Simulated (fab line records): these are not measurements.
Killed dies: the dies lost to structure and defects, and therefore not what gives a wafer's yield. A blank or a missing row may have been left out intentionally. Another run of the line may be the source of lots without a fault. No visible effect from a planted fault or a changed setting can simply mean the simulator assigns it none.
8D (eight disciplines) problem report, filled in by code -- flow berkeley cmos170 -- the parts of the form that need people (team, actions taken, sign-off) are left out

== 1. THE ISSUE ==
Mean NSD_TW at UCB170_NSD_TW_MEAS_10: 3874 over 9 wafers in 3 lots; fault-free wafers: 4195, standard deviation 22. That puts it -15 standard deviations away from the usual mean.
First observed at day 9 08:26: wafer L871.2, on film metro-04. The record has a number at this step for 45 wafers belonging to 15 lots. By rule, "out" or "out of limits" means more than 4 standard deviations away from the usual mean. The rest of the wafers with a number are treated as sound.

== 2. WHAT IT IS AND WHAT IT IS NOT ==
question,is,is not
which readings at this step,NSD_TW,-
which lots,"L871, L874, L875","L860, L861, L862, L866, L867, L869, L872, L876, L877, L878, L880, L882"
which wafers of those lots,all that have a number,-
read on which gauges,film metro-04,"film metro-02, film metro-03"
when,from day 9 08:26,"up to then (18 sound wafers); but 18 sound wafers of L872, L876, L877, L878, L880, L882 came after"

== 3. SUSPECTS, AND WHAT RULES EACH OUT ==
Counting: a tool at any process step up to the reading remains a suspect when it ran all the lots that are out and ran no sound lot after the first of those.
- the gauge at UCB170_NSD_TW_MEAS_10 has been ruled out. All the wafers that are out were read on film metro-04, but those of them that UCB170_NSD_IMPLANT_08 has rows for are out there too, on other tools.
- implanter-01 at UCB170_NSD_IMPLANT_08: kept. It processed each lot that is out, first L871 at day 9 08:12, and no sound lot thereafter; up to then, the last sound lot it processed was L869 at day 8 23:01. Its own readings are out on those wafers: dose ions cm2, faraday current uA.
Remaining after the count: implanter-01 at UCB170_NSD_IMPLANT_08.

== 4. THE CAUSE (what the simulator had put in) ==
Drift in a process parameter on implanter-01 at UCB170_NSD_IMPLANT_08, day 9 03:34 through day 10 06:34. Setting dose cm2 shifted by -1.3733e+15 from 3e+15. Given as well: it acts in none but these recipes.
After counting, this tool was the only one left.

== 5. THE EFFECT CHAIN, in route order ==
Rows list readings where the struck wafers' mean (over those with a number) sits beyond 3 standard deviations from the usual. Readings are gone through only where the record gives a usual standard deviation; hours: the median, over the lots, of the time from a lot's start at the first step in this table giving one to that lot's start at this step; sigmas: the change measured in usual standard deviations.
hours,step,reading,usual,on struck wafers,change,sigmas
0,UCB170_NSD_IMPLANT_08,dose ions cm2,3e+15,2e+15,-1e+15,-99 or more
0,UCB170_NSD_IMPLANT_08,end station pressure torr,1.25e-05 Torr,9.19e-06,-3.31e-06,-4.7
0,UCB170_NSD_IMPLANT_08,faraday current uA,9267,5014,-4253,-24
0,UCB170_NSD_STRIP_09,oes product au,0.532 a.u.,0.586,+0.054,+11
0,UCB170_NSD_STRIP_09,strip time to endpoint s,35.63 s,30.05,-5.58,-96
0,UCB170_NSD_TW_MEAS_10,NSD_TW,4195,3874,-321,-15
2,UCB170_SDANNEAL_RS_MEAS_03,NSD_RS,37.25 ohm/sq,54.20,+16.95,+99 or more
Process steps it contains:
- UCB170_NSD_IMPLANT_08
- UCB170_NSD_STRIP_09: strips in O2.

== 6. HOW IT WOULD HAVE BEEN CAUGHT EARLIER ==
The first out-of-limits reading at a measuring or inspecting step in this record came at day 9 08:26, 5 hours after the fault's start at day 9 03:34.
Tool's own readings at UCB170_NSD_IMPLANT_08, dose ions cm2, faraday current uA: out on all struck wafers the step has rows for; an alarm limit on them would have tripped on the first.
Of the lots that are out (3), L875, L874 began UCB170_NSD_IMPLANT_08 on implanter-01 after day 9 08:26. A hold on the tool at that time would have spared those 2.
